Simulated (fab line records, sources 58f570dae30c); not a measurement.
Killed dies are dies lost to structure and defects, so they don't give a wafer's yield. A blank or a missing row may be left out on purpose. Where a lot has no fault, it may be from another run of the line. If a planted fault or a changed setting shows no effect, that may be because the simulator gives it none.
Problem report, 8D (eight disciplines) form, completed by code | flow berkeley cmos170 | the parts of the form that need people (team, actions taken, sign-off) are left out

## 1. WHAT IS WRONG
Wafers without a fault read 400 C, standard deviation 0.037; tube center temp C at UCB170_M1_ANNEAL_14 reads a mean of 480 C on 9 wafers belonging to 3 lots. That is +99 or more standard deviations from the usual mean.
The step: time 1200 s.
First observed at day 12 18:33: wafer L197.1, on furnace-03. Wafers with a number at this step in the record: 45, from 15 lots. Rule for "out", or "out of limits": more than 4 standard deviations from the usual mean. All remaining wafers that have a number are taken as sound.

## 2. WHAT IT IS, AND WHAT IT ISN'T
question                    | is                                                                                                                                                                   | is not
which readings at this step | tube center temp C, spike tc centre C, spike tc load C, spike tc source C, tube_center_temp_C_max, zone power centre pct, zone power load pct, zone power source pct | -
which lots                  | L197, L198, L199                                                                                                                                                     | L180, L181, L182, L183, L184, L185, L186, L187, L188, L189, L190, L191
which wafers of those lots  | all that have a number                                                                                                                                               | -
read on which tools         | furnace-03                                                                                                                                                           | -
when                        | from day 12 18:33                                                                                                                                                    | up to then (36 sound wafers)

## 3. SUSPECTS, AND WHAT RULES EACH OUT
Counting: any tool at a process step up to the reading is kept as a suspect provided that every lot that is out went through it and no sound lot did after the first of them.
- furnace-03 at UCB170_M1_ANNEAL_14 (time 1200 s): kept. All lots that are out passed through it, beginning with L197 at day 12 18:33, and no sound lot followed; its final sound lot before that point was L191 at day 11 07:10. On those wafers its own readings are out: spike tc centre C, spike tc load C, spike tc source C, tube center temp C, tube_center_temp_C_max, zone power centre pct, zone power load pct, zone power source pct.
Left after counting: furnace-03 at UCB170_M1_ANNEAL_14.

## 4. THE CAUSE (what the simulator had put in)
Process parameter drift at UCB170_M1_ANNEAL_14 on furnace-03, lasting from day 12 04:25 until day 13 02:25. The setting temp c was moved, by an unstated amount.
The count eliminated every tool but this one.

## 5. SEQUENCE OF EFFECTS, ordered by route
Each row: a reading where the mean over the struck wafers with a number is more than 3 standard deviations away from the usual. Only readings for which the record gives a usual standard deviation are gone through. hours: the time from each lot's start at the first step in this table that gives one to its start at this step, as a median over the lots. sigmas: the change in usual standard deviations.
hours | step                | reading                | usual   | on struck wafers | change | sigmas
0     | UCB170_M1_ANNEAL_14 | spike tc centre C      | 403.8 C | 484.1            | +80.3  | +81
0     | UCB170_M1_ANNEAL_14 | spike tc load C        | 414.7 C | 496.8            | +82.1  | +85
0     | UCB170_M1_ANNEAL_14 | spike tc source C      | 416.7 C | 498.6            | +81.9  | +88
0     | UCB170_M1_ANNEAL_14 | tube center temp C     | 400 C   | 480              | +80    | +99 or more
0     | UCB170_M1_ANNEAL_14 | tube_center_temp_C_max | 401.03  | 481.14           | +80.11 | +99 or more
0     | UCB170_M1_ANNEAL_14 | zone power centre pct  | 16.83 % | 20.65            | +3.82  | +22
0     | UCB170_M1_ANNEAL_14 | zone power load pct    | 5.91 %  | 8.06             | +2.15  | +38
0     | UCB170_M1_ANNEAL_14 | zone power source pct  | 4.79 %  | 6.46             | +1.67  | +33
It contains these process steps:
- UCB170_M1_ANNEAL_14: time 1200 s.

## 6. HOW IT WOULD HAVE BEEN CAUGHT EARLIER
14 hours passed between the start of the fault at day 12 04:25 and the first reading out of limits in this record, taken at day 12 18:33.
